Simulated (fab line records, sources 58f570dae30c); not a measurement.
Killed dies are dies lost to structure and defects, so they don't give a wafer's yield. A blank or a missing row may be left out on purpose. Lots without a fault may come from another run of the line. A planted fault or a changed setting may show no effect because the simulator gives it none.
A struck lot beside a sound one | flow berkeley_cmos170 | 45 steps out of a route of 331
Sound: wafers L618.2, L618.4, L618.6. Struck: wafers L604.1, L604.4, L604.5. The cause comes at the end.
At each step with rows: each side's tool, then ch and its chambers, then its first start. Under that, the readings that differ: sound wafers | struck wafers | difference of the means | sigmas: that difference in standard deviations of wafers without a fault.
alike: readings whose means differ by less than 2 such deviations, and words and numbers that are the same on both sides. not compared: withheld readings, readings that some wafer has no value for, bounds like >300 that may hide the same value, and numbers for which the record gives no deviation and whose values overlap.
The two part at a step that has a row with sigmas, a row that says differs or no value, or rows on one side only. Numbers that don't overlap but have no deviation are shown without sigmas and don't part them. A reading that every wafer of one side lacks parts them only if that side has two wafers or more.

first, 3 steps without rows for these wafers: UCB170_NLDD_EXPOSE_03 (exposes mask NSELECT, target cd 1200 nm); UCB170_NLDD_PEB_04; UCB170_NLDD_DEVELOP_05 (develop time 45 s).
UCB170_NLDD_CD_MEAS_06: target cd 1200 nm.
  sound on cd_sem-01, day 12 04:14; struck on cd_sem-02, day 8 19:13
  alike: cd_nm
UCB170_NLDD_OVL_MEAS_07:
  sound on overlay-01, day 12 04:21; struck on overlay-02, day 8 19:20
  alike: NLDD_OVL
then, 2 steps without rows for these wafers: UCB170_NLDD_IMPLANT_08; UCB170_NLDD_IMPLANT_09.
UCB170_NLDD_STRIP_10: strips in O2.
  sound on plasma_asher-03 ch 0,1, day 12 04:41; struck on plasma_asher-02 ch 0,1, day 8 19:40
  alike: drypump_motor_current_A, oes_product_au, strip_time_to_endpoint_s
  not compared: rf_hours_counter_h
UCB170_NLDD_TW_MEAS_11:
  sound on film_metro-02, day 12 04:47; struck on film_metro-03, day 8 19:46
  alike: NLDD_TW
then, 1 step without rows for these wafers: UCB170_NLDD_CLEAN_12 (cleans in SPM, time 600 s).
UCB170_SPACER_CVD_00: deposits SiO2 from TEOS/O2, target thk 376 nm, time 47 s.
  sound on pecvd-03 ch 0,1,2, day 12 05:03; struck on pecvd-03 ch 0,1, day 8 20:30
  alike: heater_power_w
  not compared: since_wet_clean_h
UCB170_SPACER_THK_MEAS_01:
  sound on film_metro-04, day 12 05:06; struck on film_metro-01, day 8 20:32
  alike: SPACER_TEOS_THK
UCB170_SPACER_ANNEAL_02: time 1800 s.
  sound on furnace-02 ch 0, day 12 07:59; struck on furnace-04 ch 0, day 8 23:35
  alike: spike_tc_source_C, zone_power_load_pct
then, 7 steps without rows for these wafers: UCB170_SPACER_ETCHBACK_03 (etches SiO2 in CHF3/CF4/Ar, stops on Si, target depth 376 nm, time 97.26 s); UCB170_PSD_HMDS_00 (prime time 60 s); UCB170_PSD_COAT_01 (resist thk 900 nm); UCB170_PSD_SOFTBAKE_02 (time 60 s); UCB170_PSD_EXPOSE_03 (exposes mask PSELECT MOD, target cd 1200 nm); UCB170_PSD_PEB_04; UCB170_PSD_DEVELOP_05 (develop time 45 s).
UCB170_PSD_CD_MEAS_06: target cd 1200 nm.
  sound on cd_sem-01, day 12 11:18; struck on cd_sem-02, day 9 03:54
  reading    | sound                | struck               | difference | sigmas
  cd_nm (nm) | 1197.1 1197.0 1197.1 | 1200.1 1200.1 1199.6 | +2.9       | +2
UCB170_PSD_OVL_MEAS_07:
  sound on overlay-02, day 12 11:25; struck on overlay-02, day 9 04:01
  reading      | sound    | struck | difference | sigmas
  PSD_OVL (nm) | 18 20 16 | 6 -4 3 | -16        | -3
then, 1 step without rows for these wafers: UCB170_PSD_IMPLANT_08.
UCB170_PSD_STRIP_09: strips in O2.
  sound on plasma_asher-04 ch 0,1, day 12 11:35; struck on plasma_asher-03 ch 0, day 9 04:12
  alike: drypump_motor_current_A, oes_product_au, strip_time_to_endpoint_s
  not compared: rf_hours_counter_h
UCB170_PSD_TW_MEAS_10:
  sound on film_metro-04, day 12 11:42; struck on film_metro-03, day 9 04:18
  alike: PSD_TW
then, 7 steps without rows for these wafers: UCB170_PSD_CLEAN_11 (cleans in SPM, time 600 s); UCB170_NSD_HMDS_00 (prime time 60 s); UCB170_NSD_COAT_01 (resist thk 900 nm); UCB170_NSD_SOFTBAKE_02 (time 60 s); UCB170_NSD_EXPOSE_03 (exposes mask NSELECT MOD, target cd 1200 nm); UCB170_NSD_PEB_04; UCB170_NSD_DEVELOP_05 (develop time 45 s).
UCB170_NSD_CD_MEAS_06: target cd 1200 nm.
  sound on cd_sem-01, day 12 13:07; struck on cd_sem-02, day 9 06:46
  reading    | sound                | struck               | difference | sigmas
  cd_nm (nm) | 1200.5 1200.8 1200.9 | 1196.5 1198.3 1196.8 | -3.5       | -2
UCB170_NSD_OVL_MEAS_07:
  sound on overlay-02, day 12 13:13; struck on overlay-02, day 9 06:53
  alike: NSD_OVL
then, 1 step without rows for these wafers: UCB170_NSD_IMPLANT_08.
UCB170_NSD_STRIP_09: strips in O2.
  sound on plasma_asher-01 ch 1, day 12 13:23; struck on plasma_asher-01 ch 0, day 9 07:04
  alike: drypump_motor_current_A, oes_product_au, strip_time_to_endpoint_s
  not compared: rf_hours_counter_h
UCB170_NSD_TW_MEAS_10:
  sound on film_metro-02, day 12 13:30; struck on film_metro-02, day 9 07:10
  alike: NSD_TW
then, 4 steps without rows for these wafers: UCB170_NSD_CLEAN_11 (cleans in SPM, time 600 s); UCB170_BACKSIDE_HMDS_00 (prime time 60 s); UCB170_BACKSIDE_COAT_01 (resist thk 900 nm); UCB170_BACKSIDE_SOFTBAKE_02 (time 60 s).
UCB170_BACKSIDE_STRIP_03: strips in O2.
  sound on plasma_asher-01 ch 0,1, day 12 17:10; struck on plasma_asher-01 ch 0,1, day 9 08:51
  alike: drypump_motor_current_A, oes_product_au, strip_time_to_endpoint_s
  not compared: rf_hours_counter_h
UCB170_SDANNEAL_RS_MEAS_04: measures by four-point-probe.
  sound on film_metro-03, day 12 18:36; struck on film_metro-04, day 9 09:50
  reading          | sound                | struck            | difference | sigmas
  PLDD_RS (ohm/sq) | 1031.9 1032.5 1032.9 | 949.8 949.4 949.6 | -82.8      | -29
  not compared: hold
UCB170_SDANNEAL_RS_MEAS_05: measures by four-point-probe.
  sound on film_metro-03, day 12 18:43; struck on film_metro-04, day 9 13:09
  reading          | sound             | struck            | difference | sigmas
  NLDD_RS (ohm/sq) | 617.8 619.2 618.0 | 607.0 606.2 606.8 | -11.7      | -7
  not compared: hold
then, 1 step without rows for these wafers: UCB170_M3_PROBE_99.

WHERE THEY PART
First at UCB170_PSD_CD_MEAS_06; last, within this record, at UCB170_SDANNEAL_RS_MEAS_05.

WHY: what the simulator had put in
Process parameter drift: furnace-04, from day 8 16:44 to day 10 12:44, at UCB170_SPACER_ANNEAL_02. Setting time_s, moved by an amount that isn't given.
